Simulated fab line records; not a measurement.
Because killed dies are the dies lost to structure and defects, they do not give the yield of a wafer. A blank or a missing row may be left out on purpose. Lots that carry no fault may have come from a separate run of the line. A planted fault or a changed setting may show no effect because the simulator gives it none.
fab line records	flow ritCmos
[record] lots = 16	wafers = 48	lastDay = 8
route steps=202 shown GATE@84 REOX@102 M1@202
lots that met no fault: taken from a fault-free run of the same line
startH: hours from the record's opening day to when the first of the lot's shown wafers began	waitH: hours since the lot's step before	" identical to the entry in the row above	L1.1+2: a row that stands for several wafers	- value missing, or start not given	* or withheld: withheld	< > ~ a bound
route shown NAME@n: names a module that has steps shown in the file, with the first one's number in the route	usual: mean/standard deviation taken from wafers without a fault	same: alike in all rows	chamber/n: place in a boat	sites: the reading at each site	_std_site: their standard deviation	_edge_site: inner sites' mean taken away from outer sites' mean	radiusMm: for every site, how far away it sits from the centre of the wafer	mask NAME#n: copy n	behind: the tool/chamber that last shaped the wafer	hold: what put the lot on hold/how long, in hours/how the hold closed	device: the n, p or np transistor that did not switch	end of line: the route-end tests of the same wafers	a step given without rows: its recipe and nothing more	killed: the dies lost at the first sort to structure and to defects; this is not the yield of the wafer	map: the dies of a wafer, with x for killed, . for not killed, _ for no die there
set.NAME: the setting as run; set.NAME@STEP: as run at that earlier step	model.NAME: the simulator's own value behind a step, which no gauge read
the route's steps for a sample of lots (tables are steps, rows are wafers)
services: when a tool's chamber went out of use (startH, in hours from the record's first day, below 0 if earlier), for how many hours, and the reason
[[steps]]
[step RIT_GATE_CVD_08]
[recipe] material = poly-Si	targetThkNm = 250	tempC = 610	precursor = SiH4	timeS = 2220	pressureMtorr = 300	sih4FlowSccm = 100
[usual] pressureMtorr = 300.0/0.63
lot.wafer	tool	chamber	startH	waitH	pressureMtorr
L150.1	lpcvd-01	0	41.00	2.3	299.4
L150.4	"	0	"	"	300.0
L150.6	"	0	"	"	300.7
L152.2	lpcvd-02	1	45.05	0.0	299.9
L152.4	"	1	"	"	300.1
L152.5	"	1	"	"	299.9
L153.2	lpcvd-01	1	56.61	0.8	301.2
L153.4	"	1	"	"	300.3
L153.6	"	1	"	"	300.6
L154.1	lpcvd-02	1	59.38	1.0	300.5
L154.4	"	1	"	"	299.8
L154.5	"	1	"	"	300.5
L156.3	lpcvd-02	1	71.80	0.0	299.7
L156.4	"	1	"	"	300.2
L156.5	"	1	"	"	300.0
L157.1	lpcvd-02	1	73.41	0.2	300.4
L157.2	"	1	"	"	301.3
L157.6	"	1	"	"	301.6
L158.2	lpcvd-02	1	75.65	0.0	299.1
L158.4	"	1	"	"	300.0
L158.6	"	1	"	"	299.0
L159.1	lpcvd-02	0	86.34	0.5	299.2
L159.3	"	0	"	"	300.7
L159.4	"	0	"	"	300.1
L161.2	lpcvd-02	1	90.09	0.0	300.1
L161.4	"	1	"	"	299.7
L161.6	"	1	"	"	298.6
L165.1	lpcvd-01	0	117.66	0.1	300.7
L165.2	"	0	"	"	300.2
L165.3	"	0	"	"	299.5
L168.2	lpcvd-01	1	138.56	0.0	300.1
L168.3	"	1	"	"	300.1
L168.6	"	1	"	"	300.6
L169.4	lpcvd-01	0	151.24	0.0	299.2
L169.5	"	0	"	"	298.6
L169.6	"	0	"	"	298.9
L170.1	lpcvd-02	0	156.05	0.1	300.3
L170.4	"	0	"	"	300.7
L170.6	"	0	"	"	301.4
L171.3	lpcvd-02	0	156.05	0.0	301.3
L171.4	"	0	"	"	300.6
L171.6	"	0	"	"	300.2
L172.2	lpcvd-02	0	161.48	0.0	299.7
L172.3	"	0	"	"	299.6
L172.6	"	0	"	"	299.5
L173.2	lpcvd-02	0	170.34	0.0	299.1
L173.3	"	0	"	"	298.9
L173.5	"	0	"	"	300.0
[step RIT_GATE_THK_MEAS_09]
[recipe] reads = poly-Si_of_GATE_CVD_08
[usual] GATE_POLY_THK = 249.8/2.5
lot.wafer	tool	chamber	startH	waitH	GATE_POLY_THK[nm]
L150.1	filmMetro-03	-	43.42	0.0	246.7
L150.4	"	-	"	"	248.4
L150.6	"	-	"	"	246.3
L152.2	filmMetro-01	-	46.68	0.0	248.4
L152.4	"	-	"	"	249.3
L152.5	"	-	"	"	250.4
L153.2	filmMetro-04	-	58.23	0.0	246.7
L153.4	"	-	"	"	248.6
L153.6	"	-	"	"	248.4
L154.1	filmMetro-01	-	61.00	0.0	248.8
L154.4	"	-	"	"	246.8
L154.5	"	-	"	"	248.1
L156.3	filmMetro-03	-	73.43	0.0	252.2
L156.4	"	-	"	"	252.8
L156.5	"	-	"	"	251.6
L157.1	filmMetro-01	-	75.03	0.0	280.7
L157.2	"	-	"	"	280.2
L157.6	"	-	"	"	280.4
L158.2	filmMetro-04	-	77.28	0.0	277.3
L158.4	"	-	"	"	275.8
L158.6	"	-	"	"	277.2
L159.1	filmMetro-01	-	87.95	0.0	276.5
L159.3	"	-	"	"	278.4
L159.4	"	-	"	"	276.5
L161.2	filmMetro-01	-	91.71	0.0	281.6
L161.4	"	-	"	"	282.7
L161.6	"	-	"	"	282.0
L165.1	filmMetro-04	-	119.28	0.0	246.7
L165.2	"	-	"	"	244.8
L165.3	"	-	"	"	249.4
L168.2	filmMetro-01	-	140.19	0.0	247.0
L168.3	"	-	"	"	248.0
L168.6	"	-	"	"	247.0
L169.4	filmMetro-03	-	152.89	0.0	247.3
L169.5	"	-	"	"	248.9
L169.6	"	-	"	"	248.5
L170.1	filmMetro-03	-	157.67	0.0	248.7
L170.4	"	-	"	"	248.3
L170.6	"	-	"	"	250.0
L171.3	filmMetro-04	-	157.69	0.0	249.9
L171.4	"	-	"	"	251.3
L171.6	"	-	"	"	250.4
L172.2	filmMetro-03	-	163.11	0.0	250.7
L172.3	"	-	"	"	249.8
L172.6	"	-	"	"	248.8
L173.2	filmMetro-04	-	171.96	0.0	254.8
L173.3	"	-	"	"	252.3
L173.5	"	-	"	"	252.7
[step RIT_GATE_ETCH_19]
[recipe] chemistry = SF6/CHF3/O2	timeS = 165	SF6_flow_sccm = 30	CHF3_flow_sccm = 30	O2_flow_sccm = 5	target = poly-Si	pressureMtorr = 40	rfW = 160	targetDepthA = 3125	overEtchFrac = 0.25	stopOn = SiO2
[usual] drypumpMotorCurrentA = 5.7/0.61	oesProductAu = 0.847/0.014	throttleValvePct = 10.23/0.15
lot.wafer	tool	chamber	startH	waitH	drypumpMotorCurrentA	oesProductAu	rfHoursCounterH	throttleValvePct
L150.1	rieSi-01	3	44.76	0.1	4.7	0.842	85	10.08
L150.4	"	1	"	"	6.5	0.868	61	10.33
L150.6	"	1	"	"	6.4	0.864	-	10.31
L152.2	rieSi-01	1	47.88	0.1	6.5	0.860	61	10.33
L152.4	"	2	"	"	5.0	0.849	3	10.03
L152.5	"	2	"	"	5.0	0.862	-	10.03
L153.2	rieSi-02	2	59.59	0.1	5.9	0.817	31	10.05
L153.4	"	3	"	"	5.4	0.832	145	10.21
L153.6	"	0	"	"	5.6	0.827	-	10.43
L154.1	rieSi-01	3	62.34	0.1	4.7	0.843	85	10.07
L154.4	"	1	"	"	6.5	0.861	-	10.31
L154.5	"	3	"	"	4.7	0.846	-	10.06
L156.3	rieSi-01	3	74.63	0.1	4.7	0.855	85	10.07
L156.4	"	2	"	"	5.0	0.863	3	10.01
L156.5	"	3	"	"	4.7	0.851	-	10.07
L157.1	rieSi-02	1	76.42	0.1	6.4	0.920	76	10.34
L157.2	"	2	"	"	5.9	0.900	31	10.06
L157.6	"	0	"	"	5.6	0.911	-	10.43
L158.2	rieSi-01	0	78.55	0.1	6.1	0.920	78	10.38
L158.4	"	0	"	"	6.1	0.913	-	10.39
L158.6	"	2	"	"	5.0	0.929	-	10.05
L159.1	rieSi-02	3	89.42	0.1	5.4	0.889	146	10.22
L159.3	"	2	"	"	5.9	0.896	31	10.05
L159.4	"	0	"	"	5.6	0.899	1	10.44
L161.2	rieSi-02	3	93.04	0.1	5.4	0.909	146	10.21
L161.4	"	0	"	"	5.6	0.913	1	10.43
L161.6	"	1	"	"	6.4	0.922	-	10.34
L165.1	rieSi-02	1	120.56	0.1	6.4	0.838	76	10.35
L165.2	"	0	"	"	5.6	0.833	2	10.42
L165.3	"	3	"	"	5.4	0.825	146	10.19
L168.2	rieSi-01	2	141.52	0.1	5.0	0.857	4	10.05
L168.3	"	3	"	"	4.7	0.837	85	10.06
L168.6	"	3	"	"	4.7	0.844	-	10.07
L169.4	rieSi-02	1	154.16	0.1	6.4	0.835	76	10.34
L169.5	"	2	"	"	5.9	0.825	-	10.05
L169.6	"	3	"	"	5.4	0.818	-	10.20
L171.3	rieSi-01	1	159.01	0.1	6.5	0.868	62	10.33
L171.4	"	3	"	"	4.7	0.851	85	10.07
L171.6	"	2	"	"	5.0	0.858	-	10.05
L170.1	rieSi-02	2	159.25	0.1	5.9	0.826	31	10.05
L170.4	"	3	"	"	5.3	0.826	0	10.20
L170.6	"	2	"	"	5.9	0.833	-	10.03
L172.2	rieSi-01	0	164.44	0.1	6.2	0.853	79	10.39
L172.3	"	2	"	"	5.0	0.857	4	10.04
L172.6	"	0	"	"	6.2	0.852	-	10.38
L173.2	rieSi-02	0	173.21	0.1	5.6	0.847	2	10.43
L173.3	"	1	"	"	6.4	0.857	76	10.36
L173.5	"	1	"	"	6.4	0.853	-	10.34
[step RIT_GATE_STRIP_20]
[recipe] chemistry = O2	timeS = 180	resist = NOVOLAK	platenTempC = withheld	powerW = 500	pressureMtorr = 4000	o2FlowSccm = 4000
[usual] drypumpMotorCurrentA = 5.8/0.51
lot.wafer	tool	chamber	startH	waitH	drypumpMotorCurrentA	rfHoursCounterH
L150.1	plasmaAsher-04	1	44.87	0.1	5.9	41
L150.4	"	0	"	"	5.8	-
L150.6	"	1	"	"	5.9	-
L152.2	plasmaAsher-03	0	47.99	0.1	6.4	28
L152.4	"	0	"	"	6.4	-
L152.5	"	0	"	"	6.4	-
L153.2	plasmaAsher-03	0	59.70	0.1	6.4	29
L153.4	"	1	"	"	5.9	-
L153.6	"	1	"	"	5.9	-
L154.1	plasmaAsher-01	0	62.45	0.1	4.7	38
L154.4	"	1	"	"	6.0	-
L154.5	"	1	"	"	6.0	-
L156.3	plasmaAsher-01	0	74.80	0.1	4.7	-
L156.4	"	1	"	"	6.0	-
L156.5	"	0	"	"	4.8	-
L157.1	plasmaAsher-01	0	76.53	0.1	4.7	40
L157.2	"	1	"	"	6.0	40
L157.6	"	0	"	"	4.7	-
L158.2	plasmaAsher-01	0	78.66	0.1	4.8	40
L158.4	"	1	"	"	6.0	-
L158.6	"	1	"	"	6.0	-
L159.1	plasmaAsher-04	1	89.53	0.1	5.9	45
L159.3	"	0	"	"	5.8	-
L159.4	"	1	"	"	5.9	-
L161.2	plasmaAsher-03	0	93.15	0.1	6.4	33
L161.4	"	1	"	"	5.9	-
L161.6	"	1	"	"	5.9	-
L165.1	plasmaAsher-03	1	120.67	0.1	5.9	36
L165.2	"	0	"	"	6.4	36
L165.3	"	1	"	"	5.9	-
L168.2	plasmaAsher-03	1	141.63	0.1	5.9	38
L168.3	"	0	"	"	6.4	-
L168.6	"	1	"	"	5.9	-
L169.4	plasmaAsher-04	1	154.33	0.1	5.9	-
L169.5	"	1	"	"	5.9	-
L169.6	"	0	"	"	5.8	-
L171.3	plasmaAsher-04	1	159.18	0.1	5.9	-
L171.4	"	0	"	"	5.8	-
L171.6	"	1	"	"	5.9	-
L170.1	plasmaAsher-01	0	159.36	0.1	4.8	48
L170.4	"	0	"	"	4.8	-
L170.6	"	1	"	"	6.0	-
L172.2	plasmaAsher-04	1	164.55	0.1	5.9	4
L172.3	"	0	"	"	5.8	-
L172.6	"	1	"	"	5.9	-
L173.2	plasmaAsher-04	0	173.32	0.1	5.8	5
L173.3	"	0	"	"	5.8	-
L173.5	"	0	"	"	5.8	-
[step RIT_GATE_CD_MEAS_90]
[recipe] targetCdNm = 150
[usual] cdNm = 150.1/2.3
lot.wafer	tool	chamber	startH	waitH	cdNm
L150.1	cdSem-02	-	45.05	0.1	147.4
L150.4	"	-	"	"	148.0
L150.6	"	-	"	"	149.2
L152.2	cdSem-01	-	48.18	0.1	150.7
L152.4	"	-	"	"	153.9
L152.5	"	-	"	"	152.5
L153.2	cdSem-01	-	59.89	0.1	148.0
L153.4	"	-	"	"	149.4
L153.6	"	-	"	"	148.4
L154.1	cdSem-01	-	62.62	0.1	149.6
L154.4	"	-	"	"	148.6
L154.5	"	-	"	"	148.7
L156.3	cdSem-01	-	74.95	0.1	144.8
L156.4	"	-	"	"	148.6
L156.5	"	-	"	"	146.3
L157.1	cdSem-01	-	76.70	0.1	150.1
L157.2	"	-	"	"	152.1
L157.6	"	-	"	"	150.9
L158.2	cdSem-01	-	78.85	0.1	150.8
L158.4	"	-	"	"	151.4
L158.6	"	-	"	"	151.7
L159.1	cdSem-01	-	89.71	0.1	148.9
L159.3	"	-	"	"	148.2
L159.4	"	-	"	"	149.6
L161.2	cdSem-01	-	93.35	0.1	150.5
L161.4	"	-	"	"	149.9
L161.6	"	-	"	"	150.2
L165.1	cdSem-01	-	120.84	0.1	151.6
L165.2	"	-	"	"	152.2
L165.3	"	-	"	"	148.7
L168.2	cdSem-02	-	141.82	0.1	152.6
L168.3	"	-	"	"	153.3
L168.6	"	-	"	"	155.0
L169.4	cdSem-01	-	154.50	0.1	149.7
L169.5	"	-	"	"	151.0
L169.6	"	-	"	"	152.2
L171.3	cdSem-01	-	159.34	0.1	147.7
L171.4	"	-	"	"	150.5
L171.6	"	-	"	"	147.3
L170.1	cdSem-02	-	159.54	0.1	149.7
L170.4	"	-	"	"	150.2
L170.6	"	-	"	"	150.5
L172.2	cdSem-02	-	164.74	0.1	150.2
L172.3	"	-	"	"	153.3
L172.6	"	-	"	"	152.7
L173.2	cdSem-02	-	173.51	0.1	151.1
L173.3	"	-	"	"	148.6
L173.5	"	-	"	"	150.0
[step RIT_REOX_THK_MEAS_04]
[recipe] reads = SiO2_of_REOX_OXIDATION_03
[usual] REOX_OXIDE_THK = 25.1/0.37
lot.wafer	tool	chamber	startH	waitH	REOX_OXIDE_THK[nm]
L150.1	filmMetro-01	-	51.15	0.0	24.9
L150.4	"	-	"	"	25.4
L150.6	"	-	"	"	25.3
L152.2	filmMetro-01	-	53.15	0.0	24.5
L152.4	"	-	"	"	24.7
L152.5	"	-	"	"	24.7
L153.2	filmMetro-03	-	63.87	0.0	25.1
L153.4	"	-	"	"	25.2
L153.6	"	-	"	"	25.5
L154.1	filmMetro-03	-	66.41	0.0	24.9
L154.4	"	-	"	"	25.2
L154.5	"	-	"	"	25.7
L156.3	filmMetro-03	-	78.16	0.0	25.7
L156.4	"	-	"	"	25.7
L156.5	"	-	"	"	25.7
L157.1	filmMetro-01	-	81.03	0.0	24.6
L157.2	"	-	"	"	24.6
L157.6	"	-	"	"	24.6
L158.2	filmMetro-03	-	83.59	0.0	24.3
L158.4	"	-	"	"	24.9
L158.6	"	-	"	"	24.5
L159.1	filmMetro-01	-	92.74	0.0	24.9
L159.3	"	-	"	"	24.5
L159.4	"	-	"	"	25.0
L161.2	filmMetro-03	-	96.74	0.0	25.0
L161.4	"	-	"	"	25.1
L161.6	"	-	"	"	25.5
L165.1	filmMetro-03	-	128.48	0.0	25.0
L165.2	"	-	"	"	24.6
L165.3	"	-	"	"	24.9
L168.2	filmMetro-02	-	149.87	0.0	25.1
L168.3	"	-	"	"	25.3
L168.6	"	-	"	"	25.2
L169.4	filmMetro-01	-	158.57	0.0	25.1
L169.5	"	-	"	"	24.9
L169.6	"	-	"	"	24.6
L170.1	filmMetro-01	-	163.97	0.0	25.2
L170.4	"	-	"	"	25.1
L170.6	"	-	"	"	25.3
L171.3	filmMetro-03	-	163.99	0.0	25.4
L171.4	"	-	"	"	25.5
L171.6	"	-	"	"	25.4
L172.2	filmMetro-01	-	171.71	0.0	25.5
L172.3	"	-	"	"	25.3
L172.6	"	-	"	"	25.4
L173.2	filmMetro-01	-	178.72	0.0	25.4
L173.3	"	-	"	"	25.2
L173.5	"	-	"	"	25.1
[step RIT_M1_PROBE_99]
[usual] killedAtContacts = 0.0/0.22	killedAtFrontEnd = 6.6/2.7	killedDies = 6.7/2.7	killedOpen = 3.4/2	killedShort = 3.2/1.8
[same] grossDies = 264	killed_at_M0_to_M3 = 0	killed_at_M4_up = 0	killedAtBackSide = 0	killedAtOther = 0
lot.wafer	tool	chamber	startH	waitH	killedAtContacts	killedAtFrontEnd	killedDies	killedOpen	killedShort
L150.1	prober-02	-	68.24	0.1	0	7	7	2	5
L150.4	prober-02	-	68.39	0.2	0	6	6	1	5
L150.6	prober-02	-	68.49	0.2	0	5	5	4	1
L152.2	prober-02	-	71.29	0.1	0	9	9	5	4
L152.4	prober-02	-	71.39	0.2	0	10	10	5	5
L152.5	prober-02	-	71.44	0.2	0	7	7	6	1
L153.2	prober-01	-	81.08	0.1	0	7	7	4	3
L153.4	prober-01	-	81.18	0.2	0	8	8	4	4
L153.6	prober-01	-	81.28	0.2	0	6	6	5	1
L154.1	prober-02	-	82.65	0.1	0	12	12	5	7
L154.4	prober-02	-	82.80	0.2	0	4	4	4	0
L154.5	prober-02	-	82.85	0.2	0	6	6	3	3
L156.3	prober-02	-	94.70	0.2	0	8	8	4	4
L156.4	prober-02	-	94.75	0.2	0	4	4	4	0
L156.5	prober-02	-	94.80	0.2	0	7	7	3	4
L157.1	prober-01	-	97.80	0.1	0	10	10	7	3
L157.2	prober-01	-	97.85	0.1	0	8	8	3	5
L157.6	prober-01	-	98.05	0.2	0	7	7	2	5
L158.2	prober-02	-	99.71	0.1	0	7	7	5	2
L158.4	prober-02	-	99.81	0.2	0	2	2	0	2
L158.6	prober-02	-	99.91	0.2	0	7	7	4	3
L159.1	prober-01	-	109.26	0.1	0	4	4	1	3
L159.3	prober-01	-	109.36	0.2	0	9	9	5	4
L159.4	prober-01	-	109.41	0.2	0	9	9	4	5
L161.2	prober-01	-	114.76	0.1	0	5	5	3	2
L161.4	prober-01	-	114.86	0.2	0	11	11	5	6
L161.6	prober-01	-	114.96	0.2	0	10	10	5	5
L165.1	prober-01	-	145.16	0.1	0	6	6	2	4
L165.2	prober-01	-	145.21	0.1	0	3	3	2	1
L165.3	prober-01	-	145.26	0.2	0	8	8	2	5
L168.2	prober-02	-	166.43	0.1	0	7	7	4	3
L168.3	prober-02	-	166.48	0.2	0	11	11	5	6
L168.6	prober-02	-	166.63	0.2	0	9	9	3	6
L169.4	prober-01	-	175.24	0.2	0	2	2	1	1
L169.5	prober-01	-	175.29	0.2	0	5	5	2	3
L169.6	prober-01	-	175.34	0.2	0	10	10	3	7
L171.3	prober-02	-	180.27	0.2	0	9	9	5	4
L171.4	prober-02	-	180.32	0.2	0	10	10	1	9
L171.6	prober-02	-	180.42	0.2	0	7	7	3	4
L170.1	prober-01	-	181.67	0.1	1	2	3	2	1
L170.4	prober-01	-	181.82	0.2	0	16	16	10	6
L170.6	prober-01	-	181.92	0.2	0	7	7	2	5
L172.2	prober-02	-	189.21	0.1	1	7	8	4	4
L172.3	prober-02	-	189.26	0.2	1	9	10	7	3
L172.6	prober-02	-	189.41	0.2	0	4	4	2	2
L173.2	prober-01	-	195.14	0.1	0	9	9	3	6
L173.3	prober-01	-	195.19	0.2	0	8	8	6	2
L173.5	prober-01	-	195.29	0.2	0	7	7	5	2
// killed by level:class
L150.1 SPACER:geometricParticle:short=3 GATE:geometricParticle:open=1 GATE:geometricParticle:short=1 REOX:geometricParticle:short=1 SPACER:geometricParticle:open=1
L150.4 FOX2:geometricParticle:short=2 GATE:geometricParticle:short=2 GATE:geometricParticle:open=1 SPACER:geometricParticle:short=1
L150.6 GATE:geometricParticle:open=2 FOX2:geometricParticle:open=1 GATE:geometricParticle:short=1 REOX:geometricParticle:open=1
L152.2 REOX:geometricParticle:open=5 FOX2:geometricParticle:short=2 FOX1:geometricParticle:short=1 GATE:geometricParticle:short=1
L152.4 GATE:geometricParticle:short=3 REOX:geometricParticle:open=2 FOX1:geometricParticle:short=1 FOX2:geometricParticle:short=1 FOX2:geometricParticle:open=1 SPACER:geometricParticle:open=1 SILICIDE:geometricParticle:open=1
L152.5 REOX:geometricParticle:open=3 SILICIDE:geometricParticle:open=2 FOX1:geometricParticle:open=1 GATE:geometricParticle:short=1
L153.2 FOX1:geometricParticle:open=1 FOX2:geometricParticle:short=1 GATE:geometricParticle:short=1 GATE:geometricParticle:open=1 REOX:geometricParticle:open=1 SPACER:geometricParticle:short=1 SILICIDE:geometricParticle:open=1
L153.4 FOX1:geometricParticle:open=2 FOX1:geometricParticle:short=2 GATE:geometricParticle:open=2 GATE:geometricParticle:short=1 REOX:geometricParticle:short=1
L153.6 FOX1:geometricParticle:open=2 GATE:geometricParticle:open=2 REOX:geometricParticle:short=1 SPACER:geometricParticle:open=1
L154.1 GATE:geometricParticle:open=3 REOX:geometricParticle:short=3 FOX1:geometricParticle:short=2 FOX2:geometricParticle:open=2 FOX2:geometricParticle:short=1 SPACER:geometricParticle:short=1
L154.4 GATE:geometricParticle:open=3 FOX1:geometricParticle:open=1
L154.5 FOX1:geometricParticle:short=2 SILICIDE:geometricParticle:open=2 FOX2:geometricParticle:short=1 GATE:geometricParticle:open=1
L156.3 GATE:geometricParticle:open=3 GATE:geometricParticle:short=2 FOX1:geometricParticle:short=1 FOX1:geometricParticle:open=1 SILICIDE:geometricParticle:short=1
L156.4 FOX1:geometricParticle:open=2 GATE:geometricParticle:open=1 REOX:geometricParticle:open=1
L156.5 GATE:geometricParticle:open=2 FOX2:geometricParticle:short=1 GATE:geometricParticle:short=1 REOX:geometricParticle:open=1 REOX:geometricParticle:short=1 SPACER:geometricParticle:short=1
L157.1 FOX1:geometricParticle:open=4 GATE:geometricParticle:open=3 GATE:geometricParticle:short=2 FOX1:geometricParticle:short=1
L157.2 GATE:geometricParticle:short=3 SILICIDE:geometricParticle:open=2 REOX:geometricParticle:open=1 REOX:geometricParticle:short=1 SILICIDE:geometricParticle:short=1
L157.6 GATE:geometricParticle:short=3 FOX1:geometricParticle:open=1 FOX1:geometricParticle:short=1 GATE:geometricParticle:open=1 REOX:geometricParticle:short=1
L158.2 GATE:geometricParticle:open=4 SPACER:geometricParticle:open=1 SPACER:geometricParticle:short=1 SILICIDE:geometricParticle:short=1
L158.4 FOX1:geometricParticle:short=1 SILICIDE:geometricParticle:short=1
L158.6 FOX2:geometricParticle:open=3 SILICIDE:geometricParticle:short=2 FOX1:geometricParticle:short=1 SILICIDE:geometricParticle:open=1
L159.1 GATE:geometricParticle:short=2 GATE:geometricParticle:open=1 REOX:geometricParticle:short=1
L159.3 GATE:geometricParticle:open=3 SPACER:geometricParticle:short=3 FOX1:geometricParticle:short=1 FOX2:geometricParticle:open=1 SPACER:geometricParticle:open=1
L159.4 GATE:geometricParticle:open=3 GATE:geometricParticle:short=3 SPACER:geometricParticle:short=2 REOX:geometricParticle:open=1
L161.2 GATE:geometricParticle:open=2 GATE:geometricParticle:short=1 SPACER:geometricParticle:short=1 SILICIDE:geometricParticle:open=1
L161.4 GATE:geometricParticle:short=2 GATE:geometricParticle:open=2 SPACER:geometricParticle:short=2 SILICIDE:geometricParticle:short=2 SILICIDE:geometricParticle:open=2 SPACER:geometricParticle:open=1
L161.6 GATE:geometricParticle:open=4 GATE:geometricParticle:short=2 SILICIDE:geometricParticle:short=2 FOX1:geometricParticle:short=1 REOX:geometricParticle:open=1
L165.1 REOX:geometricParticle:short=2 GATE:geometricParticle:short=1 GATE:geometricParticle:open=1 SPACER:geometricParticle:short=1 STARTING-WAFER:geometricParticle:open=1
L165.2 FOX1:geometricParticle:open=1 FOX2:geometricParticle:open=1 GATE:geometricParticle:short=1
L165.3 FOX2:geometricParticle:short=3 FOX2:geometricParticle:open=1 REOX:geometricParticle:open=1 REOX:geometricParticle:short=1 SILICIDE:geometricParticle:short=1 NSD:coatMicrobubblePrinted=1
L168.2 GATE:geometricParticle:open=2 GATE:geometricParticle:short=2 FOX1:geometricParticle:open=1 FOX2:geometricParticle:short=1 SILICIDE:geometricParticle:open=1
L168.3 GATE:geometricParticle:open=5 GATE:geometricParticle:short=4 FOX2:geometricParticle:short=1 REOX:geometricParticle:short=1
L168.6 FOX1:geometricParticle:short=2 REOX:geometricParticle:short=2 FOX2:geometricParticle:short=1 GATE:geometricParticle:short=1 GATE:geometricParticle:open=1 REOX:geometricParticle:open=1 SPACER:geometricParticle:open=1
L169.4 REOX:geometricParticle:open=1 SPACER:geometricParticle:short=1
L169.5 SPACER:geometricParticle:short=2 GATE:geometricParticle:short=1 REOX:geometricParticle:open=1 SPACER:geometricParticle:open=1
L169.6 GATE:geometricParticle:short=3 REOX:geometricParticle:short=3 GATE:geometricParticle:open=1 REOX:geometricParticle:open=1 SPACER:geometricParticle:short=1 SPACER:geometricParticle:open=1
L171.3 FOX1:geometricParticle:open=3 GATE:geometricParticle:short=2 FOX1:geometricParticle:short=1 GATE:geometricParticle:open=1 SPACER:geometricParticle:open=1 SILICIDE:geometricParticle:short=1
L171.4 GATE:geometricParticle:short=6 FOX1:geometricParticle:short=2 FOX1:geometricParticle:open=1 FOX2:geometricParticle:short=1
L171.6 GATE:geometricParticle:short=3 GATE:geometricParticle:open=2 FOX1:geometricParticle:open=1 SILICIDE:geometricParticle:short=1
L170.1 GATE:geometricParticle:short=1 SILICIDE:geometricParticle:open=1 CONTACT:geometricParticle:open=1
L170.4 FOX2:geometricParticle:open=3 REOX:geometricParticle:open=3 FOX1:geometricParticle:open=2 FOX2:geometricParticle:short=2 GATE:geometricParticle:short=2 SPACER:geometricParticle:open=2 SPACER:geometricParticle:short=2
L170.6 SPACER:geometricParticle:short=2 FOX2:geometricParticle:short=1 GATE:geometricParticle:open=1 GATE:geometricParticle:short=1 REOX:geometricParticle:open=1 SILICIDE:geometricParticle:short=1
L172.2 FOX1:geometricParticle:open=2 GATE:geometricParticle:short=2 SPACER:geometricParticle:short=2 GATE:geometricParticle:open=1 CONTACT:geometricParticle:open=1
L172.3 GATE:geometricParticle:open=4 GATE:geometricParticle:short=2 FOX1:geometricParticle:short=1 REOX:geometricParticle:open=1 SPACER:geometricParticle:open=1 CONTACT:geometricParticle:open=1
L172.6 FOX1:geometricParticle:open=1 GATE:geometricParticle:short=1 SPACER:geometricParticle:short=1 SPACER:geometricParticle:open=1
L173.2 REOX:geometricParticle:short=3 FOX1:geometricParticle:short=1 GATE:geometricParticle:open=1 REOX:geometricParticle:open=1 SPACER:geometricParticle:short=1 SILICIDE:geometricParticle:short=1 SILICIDE:geometricParticle:open=1
L173.3 GATE:geometricParticle:open=4 FOX1:geometricParticle:open=2 REOX:geometricParticle:short=1 SILICIDE:geometricParticle:short=1
L173.5 FOX1:geometricParticle:open=2 FOX2:geometricParticle:open=2 GATE:geometricParticle:short=1 SILICIDE:geometricParticle:short=1 SILICIDE:geometricParticle:open=1
[[services]]
tool	chamber	startH	hours	kind
rieSi-02	0	23.60	3.7	repair
lpcvd-01	-	30.89	0.2	repair
rieSi-02	1	39.93	5.8	repair
lpcvd-02	-	40.12	2.8	pm
rieSi-01	2	54.40	11.3	repair
rieSi-01	1	76.73	5.1	repair
lpcvd-01	-	82.21	2.8	pm
rieSi-02	-	91.81	0.1	repair
plasmaAsher-01	-	103.33	0.4	repair
plasmaAsher-04	-	108.75	9.0	pm
plasmaAsher-04	0	108.75	9.0	ventCycle
plasmaAsher-04	1	108.75	9.0	ventCycle
plasmaAsher-04	0	117.75	-	clean
plasmaAsher-04	1	117.75	-	clean
rieSi-01	1	121.53	2.1	repair
rieSi-02	3	131.90	-	clean
rieSi-02	3	131.90	18.8	scheduledDown
rieSi-02	3	131.90	18.8	ventCycle
plasmaAsher-04	-	146.74	1.6	repair
[[key]]
[firstSign] step = RIT_GATE_THK_MEAS_09	reading = GATE_POLY_THK	direction = up	sigmas = 12	usual = 249.8	struck = 279.1
[effect] step = RIT_GATE_ETCH_19	reading = oesProductAu	direction = up	sigmas = 4.6	usual = 0.847	struck = 0.910
metAt RIT_GATE_CVD_08
struckLots L157,L158,L159,L161
testerLeftOut L157,L158,L159,L161
notActingAt RIT_GATE_STRIP_20,RIT_GATE_CD_MEAS_90,RIT_REOX_THK_MEAS_04
[fault] kind = processParameterDrift	tool = lpcvd-02	chamber = -	onsetH = 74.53	steps = RIT_GATE_CVD_08	channel = timeS	offset = *	shape = step	endH = 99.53	actsIn = *	stated = *
// testerLeftOut: of these lots the tester's yield and bins aren't shown, on N5 and GAA mostly nor the transistor test; their killed dies are dies lost to structure and defects alone, not to doping, threshold or leakage, so they don't give the yield
